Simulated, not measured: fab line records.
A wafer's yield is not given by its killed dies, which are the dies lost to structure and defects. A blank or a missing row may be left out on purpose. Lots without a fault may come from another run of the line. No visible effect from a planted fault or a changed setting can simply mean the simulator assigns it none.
Which of the tools did it? -- flow ritCmos -- 14 lots with 42 wafers sampled at 2 steps, on a route of 202 steps

## WHAT THE GAUGES SHOWED, per wafer
RIT_FOX1_THK_MEAS_01. Usual: for FOX1_OXIDE_THK the level is 349 nm and the standard deviation is 5.6.
lot,measured,on,FOX1_OXIDE_THK (nm),flag
L301,day 1 18:22,filmMetro-02,356 354 353,
L302,day 1 23:16,filmMetro-04,348 346 348,
L303,day 2 04:04,filmMetro-04,348 351 353,
L304,day 2 11:56,filmMetro-01,347 353 353,
L305,day 2 15:15,filmMetro-01,354 351 352,
L306,day 2 21:01,filmMetro-02,496 504 514,OFF
L309,day 3 12:29,filmMetro-04,525 517 515,OFF
L311,day 3 21:40,filmMetro-01,344 348 349,
L317,day 5 02:33,filmMetro-01,348 350 346,
L318,day 5 08:28,filmMetro-04,349 353 351,
L319,day 5 15:03,filmMetro-04,349 350 349,
L320,day 5 20:19,filmMetro-01,362 364 360,
L321,day 6 00:51,filmMetro-04,360 358 356,
L322,day 6 07:50,filmMetro-04,344 349 345,

## WHICH TOOL RAN EACH LOT (tool, then ch and the chambers of the sampled wafers, then the start)
lot,RIT_FOX1_OXIDATION_00
L301,"furnace-03 ch 0, day 1 17:03"
L302,"furnace-01 ch 0, day 1 21:56"
L303,"furnace-01 ch 0, day 2 02:45"
L304,"furnace-04 ch 0, day 2 10:36"
L305,"furnace-03 ch 0, day 2 13:56"
L306,"furnace-03 ch 0, day 2 18:13 and furnace-04 ch 0, day 2 19:43"
L309,"furnace-04 ch 0, day 3 09:41"
L311,"furnace-01 ch 0, day 3 20:20"
L317,"furnace-03 ch 0, day 5 01:14"
L318,"furnace-04 ch 0, day 5 07:08"
L319,"furnace-01 ch 0, day 5 13:44"
L320,"furnace-04 ch 0, day 5 18:58"
L321,"furnace-04 ch 0, day 5 23:32"
L322,"furnace-01 ch 0, day 6 06:29"
- RIT_FOX1_OXIDATION_00: target thk 350.7 nm, ox time 1130 s.

## AS READ BY THE TOOLS THEMSELVES (means over the sampled wafers that have a number; for cases with no such wafer, the mark the record gives instead)
RIT_FOX1_OXIDATION_00. Usual: oxTempC 1099.9 C, standard deviation 0.43; zonePowerLoadPct 44.7 %, standard deviation 0.89.
lot,tool,oxTempC (C),zonePowerLoadPct (%),flag
L301,furnace-03,1100.1,45.3,
L302,furnace-01,1099.8,43.7,
L303,furnace-01,1100.1,43.4,
L304,furnace-04,1100.0,44.9,
L305,furnace-03,1100.3,45.3,
L306,furnace-03/furnace-04,1100.1,45.4,
L309,furnace-04,1099.7,45.2,
L311,furnace-01,1099.9,43.8,
L317,furnace-03,1099.4,45.8,
L318,furnace-04,1099.2,45.2,
L319,furnace-01,1099.2,43.1,
L320,furnace-04,1099.8,45.0,
L321,furnace-04,1099.3,45.0,
L322,furnace-01,1100.2,44.0,

## THE ANSWER, worked out from the rows above alone
Rule: take the mean of a lot's wafers that have a number; if it is more than 3 standard deviations from the usual mean, the lot is off. Also off: a lot with no number at a reading for which 4 or more lots have one. The other lots that the step has rows for count as sound. First the gauges in route order, then the tools' own readings, where a lot's mean is used as printed above. At the first step where some lot is off, the reading lying furthest off is the one used; lots without a number count as furthest.
Off: L306, L309, seen at RIT_FOX1_THK_MEAS_01 (FOX1_OXIDE_THK).
A tool fits if, at a process step before that reading, it ran every lot that is off, and no sound lot after the first of them. Those tools and the gauges at RIT_FOX1_THK_MEAS_01 are tried in the same way. Of those tried, none fits.

## WHAT HAD BEEN PUT IN BY THE SIMULATOR
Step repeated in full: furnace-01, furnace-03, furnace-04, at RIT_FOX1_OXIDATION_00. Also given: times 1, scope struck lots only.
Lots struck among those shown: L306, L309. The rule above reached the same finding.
